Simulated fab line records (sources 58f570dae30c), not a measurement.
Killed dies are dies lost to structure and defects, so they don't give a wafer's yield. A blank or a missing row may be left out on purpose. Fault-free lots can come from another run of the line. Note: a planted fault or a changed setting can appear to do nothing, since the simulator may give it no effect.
Matching of chambers / flow berkeley-cmos170 / UCB170_V2_CMP_02 on cmp-02 has 4 sister chambers
The step polishes SiO2. 4 wafers are shown with their chamber, then 7 later ones without.

== WAFERS, EACH WITH ITS CHAMBER ==
wafer=L898.1; chamber=0; motor-current-A (A)=17.3
wafer=L898.3; chamber=2; motor-current-A (A)=14.4
wafer=L898.6; chamber=1; motor-current-A (A)=18.2
wafer=L913.5; chamber=3; motor-current-A (A)=16.4

== WAFERS WITH NO CHAMBER GIVEN ==
wafer=L913.6; motor-current-A (A)=18.2
wafer=L912.3; motor-current-A (A)=18.3
wafer=L912.5; motor-current-A (A)=15.3
wafer=L912.6; motor-current-A (A)=13.2
wafer=L915.1; motor-current-A (A)=18.3
wafer=L915.3; motor-current-A (A)=16.3
wafer=L915.6; motor-current-A (A)=18.2

== WHICH CHAMBER EACH WENT THROUGH ==
wafer=L913.6; from the rows above=can't be placed: 1 or 0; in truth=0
wafer=L912.3; from the rows above=can't be placed: 1 or 0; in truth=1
wafer=L912.5; from the rows above=can't be placed: 2 or 3 or 0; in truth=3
wafer=L912.6; from the rows above=2; in truth=2
wafer=L915.1; from the rows above=can't be placed: 1 or 0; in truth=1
wafer=L915.3; from the rows above=can't be placed: 3 or 0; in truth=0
wafer=L915.6; from the rows above=can't be placed: 1 or 0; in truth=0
Correctly placed: 1 of 7. Can't be placed from these rows: 6 (the true chamber is among the candidates in 6). 0 placed wrongly.
How it was worked out, from the rows above alone: a wafer's distance from a chamber is the root of the sum, over the readings, of the square of ((its reading less the chamber's mean) divided by the reading's scatter). The wafer belongs to the nearest chamber; if the next one is less than 2 further off, it can't be placed. A chamber's mean is the mean of its shown wafers. The scatter (one wafer shown for each chamber): square how far every hidden wafer sits from the nearest shown wafer, average those squares and take the square root.
